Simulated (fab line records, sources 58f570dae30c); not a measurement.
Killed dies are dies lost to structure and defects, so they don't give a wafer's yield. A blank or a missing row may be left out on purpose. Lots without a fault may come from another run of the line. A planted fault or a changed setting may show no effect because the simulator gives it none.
Which tool did it? | flow berkeley_cmos170 | 7 lots, 21 wafers sampled, at 2 steps of a route of 331

WHAT THE GAUGES READ, wafer by wafer
UCB170_SCREENOX_THK_MEAS_02.
lot  | measured     | on            | SCREENOX_OXIDE_THK (nm)
L911 | day 5 14:17  | film_metro-01 | 14.13 14.39 14.33
L914 | day 6 03:04  | film_metro-03 | 14.58 14.33 14.36
L918 | day 7 05:27  | film_metro-01 | 23.01 22.89 23.12
L924 | day 8 05:28  | film_metro-03 | 21.72 21.66 21.62
L928 | day 9 01:58  | film_metro-01 | 14.34 14.31 14.34
L930 | day 9 13:52  | film_metro-03 | 14.33 14.28 14.16
L932 | day 10 01:32 | film_metro-03 | 14.65 14.51 14.60

WHICH TOOL RAN EACH LOT (tool, then ch and the chambers of the sampled wafers, then the start)
lot  | UCB170_SCREENOX_OXIDATION_01
L911 | furnace-03 ch 0, day 5 12:37
L914 | furnace-01 ch 0, day 6 01:25
L918 | furnace-01 ch 0, day 7 00:37
L924 | furnace-04 ch 0, day 8 00:53
L928 | furnace-04 ch 0, day 9 00:18
L930 | furnace-03 ch 0, day 9 12:11
L932 | furnace-03 ch 0, day 9 23:51
- UCB170_SCREENOX_OXIDATION_01: target thk 14.4 nm, ox time 2400 s.

THE ANSWER, worked out from the rows above alone
Rule: what is usual is taken from the lots themselves. Put in order of their means at a reading, lots are off if they are a third of the lots or fewer, leave a main group of 4 or more, and stand apart from it by a gap of 3 or more times the standard deviation of the main group's means; of several such gaps the widest counts. A main group whose means are all the same, to the digits that the tables above print for the reading, isn't used. A lot without any number at a reading at which 4 lots or more have one is off too. The other lots that the step has rows for count as sound.
Off: L918, L924, at UCB170_SCREENOX_THK_MEAS_02 (SCREENOX_OXIDE_THK). The main group: mean 14.38 nm, standard deviation 0.12.
A tool fits if, at a process step before that reading, it ran every lot that is off, and no sound lot after the first of them. The gauges at UCB170_SCREENOX_THK_MEAS_02 are tried like those tools. None of those tried fits.

WHAT THE SIMULATOR HAD PUT IN
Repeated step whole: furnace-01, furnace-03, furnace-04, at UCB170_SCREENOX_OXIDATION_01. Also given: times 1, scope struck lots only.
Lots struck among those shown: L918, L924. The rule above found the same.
